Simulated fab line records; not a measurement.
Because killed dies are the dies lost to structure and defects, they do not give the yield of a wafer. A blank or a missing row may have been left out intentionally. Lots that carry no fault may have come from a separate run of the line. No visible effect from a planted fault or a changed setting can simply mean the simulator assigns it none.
Which tool was responsible? + flow berkeley cmos170 + 15 lots, 45 wafers sampled, at 4 steps of a route of 331

WHAT THE GAUGES SHOWED, per wafer
UCB170_M3_OVL_MEAS_16. Usual: M3_OVL typically reads -4 nm, with standard deviation 4.8.
| lot  | measured     | on         | M3_OVL (nm) | flag |
|------|--------------|------------|-------------|------|
| L865 | day 8 22:22  | overlay-02 | -2 -9 -8    |      |
| L867 | day 9 12:24  | overlay-02 | -9 -2 -8    |      |
| L866 | day 9 13:21  | overlay-02 | -11 -11 -15 |      |
| L869 | day 10 08:03 | overlay-01 | 2 8 -2      |      |
| L870 | day 10 10:01 | overlay-02 | -2 -1 6     |      |
| L871 | day 10 09:26 | overlay-01 | -1 -3 -2    |      |
| L874 | day 11 13:22 | overlay-01 | -3 -8 -5    |      |
| L875 | day 11 14:32 | overlay-02 | -3 -1 -7    |      |
| L876 | day 11 14:35 | overlay-02 | -1 -3 -3    |      |
| L880 | day 12 20:42 | overlay-02 | -9 -7 -7    |      |
| L883 | day 12 23:35 | overlay-01 | -7 -5 -13   |      |
| L884 | day 12 22:44 | overlay-01 | 1 6 -4      |      |
| L881 | day 12 23:27 | overlay-01 | 0 -10 -2    |      |
| L886 | day 13 11:22 | overlay-01 | -6 3 -1     |      |
| L887 | day 13 11:41 | overlay-01 | 2 -6 0      |      |

WHAT TOOL EACH LOT RAN ON (gives the tool, then ch and the chambers of the sampled wafers, and finally the start)
| lot  | UCB170_V1_CVD_00                | UCB170_M2_STRIP_07                   | UCB170_V2_CMP_02              |
|------|---------------------------------|--------------------------------------|-------------------------------|
| L865 | pecvd-01 ch 1,2, day 8 08:45    | plasma asher-01 ch 0,1, day 8 13:55  | cmp-02 ch 0,1,2, day 8 16:52  |
| L867 | pecvd-01 ch 0,1,2, day 8 23:51  | plasma asher-04 ch 0, day 9 03:16    | cmp-01 ch 0,1,3, day 9 05:58  |
| L866 | pecvd-04 ch 0,1, day 9 01:11    | plasma asher-03 ch 0,1, day 9 04:46  | cmp-02 ch 2,3, day 9 07:05    |
| L869 | pecvd-01 ch 0,1, day 9 17:04    | plasma asher-04 ch 0,1, day 9 22:20  | cmp-02 ch 0,2, day 10 01:07   |
| L870 | pecvd-01 ch 0,1, day 9 19:44    | plasma asher-01 ch 0,1, day 9 23:32  | cmp-02 ch 0,1,2, day 10 02:07 |
| L871 | pecvd-04 ch 1,2, day 9 19:44    | plasma asher-03 ch 0,1, day 9 23:20  | cmp-01 ch 1,2, day 10 02:07   |
| L874 | pecvd-01 ch 0,1,2, day 11 00:39 | plasma asher-04 ch 0,1, day 11 04:53 | cmp-01 ch 0,1,3, day 11 08:26 |
| L875 | pecvd-04 ch 0,2, day 11 00:49   | plasma asher-03 ch 0,1, day 11 06:10 | cmp-01 ch 0,2,3, day 11 09:28 |
| L876 | pecvd-01 ch 0,2, day 11 00:49   | plasma asher-04 ch 0,1, day 11 06:16 | cmp-02 ch 0,3, day 11 09:35   |
| L880 | pecvd-02 ch 1,2, day 12 06:49   | plasma asher-01 ch 0,1, day 12 10:52 | cmp-02 ch 1,2,3, day 12 15:17 |
| L883 | pecvd-04 ch 0,1, day 12 08:08   | plasma asher-03 ch 0,1, day 12 15:38 | cmp-02 ch 1,2, day 12 19:08   |
| L884 | pecvd-02 ch 0,1, day 12 08:08   | plasma asher-03 ch 0,1, day 12 15:13 | cmp-02 ch 0,1, day 12 18:08   |
| L881 | pecvd-02 ch 0,1, day 12 08:18   | plasma asher-01 ch 0,1, day 12 15:32 | cmp-01 ch 2,3, day 12 18:19   |
| L886 | pecvd-02 ch 1,2, day 12 22:30   | plasma asher-03 ch 0,1, day 13 02:22 | cmp-02 ch 0,1,3, day 13 04:40 |
| L887 | pecvd-04 ch 0,1, day 12 23:50   | plasma asher-03 ch 0,1, day 13 03:04 | cmp-02 ch 0,1,2, day 13 05:06 |
- UCB170_V1_CVD_00: deposits SiO2 from TEOS/O2, target thk 2000 nm, time 250 s.
- UCB170_M2_STRIP_07: strips in O2.
- UCB170_V2_CMP_02: polishes SiO2.

WHAT THE TOOLS THEMSELVES READ (means of the sampled wafers that have a number; where no wafer has one, the mark that the record gives instead)
UCB170_V1_CVD_00. Usual: heater power w reads 245 W (standard deviation 58).
| lot  | tool     | heater power w (W) | flag |
|------|----------|--------------------|------|
| L865 | pecvd-01 | 275                |      |
| L867 | pecvd-01 | 252                |      |
| L866 | pecvd-04 | 226                |      |
| L869 | pecvd-01 | 267                |      |
| L870 | pecvd-01 | 292                |      |
| L871 | pecvd-04 | 222                |      |
| L874 | pecvd-01 | 274                |      |
| L875 | pecvd-04 | 235                |      |
| L876 | pecvd-01 | 246                |      |
| L880 | pecvd-02 | 208                |      |
| L883 | pecvd-04 | 237                |      |
| L884 | pecvd-02 | 239                |      |
| L881 | pecvd-02 | 232                |      |
| L886 | pecvd-02 | 193                |      |
| L887 | pecvd-04 | 209                |      |

UCB170_M2_STRIP_07. Usual: drypump motor current A 5.6 A, standard deviation 0.44; oes product au 0.735 a.u., standard deviation 0.0044; strip time to endpoint s 21.99 s, standard deviation 0.065.
| lot  | tool            | drypump motor current A (A) | oes product au (a.u.) | strip time to endpoint s (s) | flag |
|------|-----------------|-----------------------------|-----------------------|------------------------------|------|
| L865 | plasma asher-01 | 6.0                         | 0.731                 | 21.97                        |      |
| L867 | plasma asher-04 | 5.6                         | 0.735                 | 21.93                        |      |
| L866 | plasma asher-03 | 5.1                         | 0.734                 | 22.05                        |      |
| L869 | plasma asher-04 | 5.8                         | 0.732                 | 21.90                        |      |
| L870 | plasma asher-01 | 6.0                         | 0.732                 | 22.03                        |      |
| L871 | plasma asher-03 | 5.1                         | 0.739                 | 22.05                        |      |
| L874 | plasma asher-04 | 5.9                         | 0.736                 | 21.95                        |      |
| L875 | plasma asher-03 | 5.1                         | 0.732                 | 22.09                        |      |
| L876 | plasma asher-04 | 5.8                         | 0.731                 | 21.86                        |      |
| L880 | plasma asher-01 | 6.0                         | 0.738                 | 21.96                        |      |
| L883 | plasma asher-03 | 5.3                         | 0.736                 | 22.00                        |      |
| L884 | plasma asher-03 | 5.3                         | 0.735                 | 22.00                        |      |
| L881 | plasma asher-01 | 6.0                         | 0.735                 | 22.04                        |      |
| L886 | plasma asher-03 | 5.1                         | 0.735                 | 21.97                        |      |
| L887 | plasma asher-03 | 5.1                         | 0.736                 | 22.00                        |      |

UCB170_V2_CMP_02. Usual: head pressure psi 5.999 psi, standard deviation 0.015; motor current A 15.5 A, standard deviation 1.1; retaining ring pressure frac 1.000, standard deviation 0.0047.
| lot  | tool   | head pressure psi (psi) | motor current A (A) | retaining ring pressure frac | flag |
|------|--------|-------------------------|---------------------|------------------------------|------|
| L865 | cmp-02 | 6.001                   | 15.3                | 1.001                        |      |
| L867 | cmp-01 | 5.993                   | 15.5                | 0.997                        |      |
| L866 | cmp-02 | 6.008                   | 15.5                | 1.002                        |      |
| L869 | cmp-02 | 6.020                   | 14.6                | 1.001                        |      |
| L870 | cmp-02 | 5.988                   | 15.6                | 0.997                        |      |
| L871 | cmp-01 | 6.016                   | 16.0                | 1.002                        |      |
| L874 | cmp-01 | 5.980                   | 15.7                | 1.003                        |      |
| L875 | cmp-01 | 5.990                   | 15.2                | 1.000                        |      |
| L876 | cmp-02 | 6.002                   | 15.6                | 0.997                        |      |
| L880 | cmp-02 | 5.991                   | 15.5                | 1.000                        |      |
| L883 | cmp-02 | 6.004                   | 15.6                | 0.996                        |      |
| L884 | cmp-02 | 5.992                   | 15.6                | 0.996                        |      |
| L881 | cmp-01 | 5.993                   | 14.0                | 1.001                        |      |
| L886 | cmp-02 | 6.012                   | 16.0                | 0.999                        |      |
| L887 | cmp-02 | 6.007                   | 15.7                | 0.999                        |      |

THE ANSWER, worked out from the rows above alone
Rule: a lot counts as off when the mean over its wafers that have a number is more than 3 standard deviations away from the usual mean. A lot without any number at a reading at which 4 lots or more have one is off too. The other lots that the step has rows for count as sound. Order of review: gauges by route order, followed by the tools' own readings, for which a lot's mean as printed above is used. The first step at which some lot is off is used, and at that step the reading that is off furthest; a lot without a number counts as furthest.
No lot is off on any of the readings shown, so nothing can be concluded from this.

WHAT THE SIMULATOR HAD PUT IN
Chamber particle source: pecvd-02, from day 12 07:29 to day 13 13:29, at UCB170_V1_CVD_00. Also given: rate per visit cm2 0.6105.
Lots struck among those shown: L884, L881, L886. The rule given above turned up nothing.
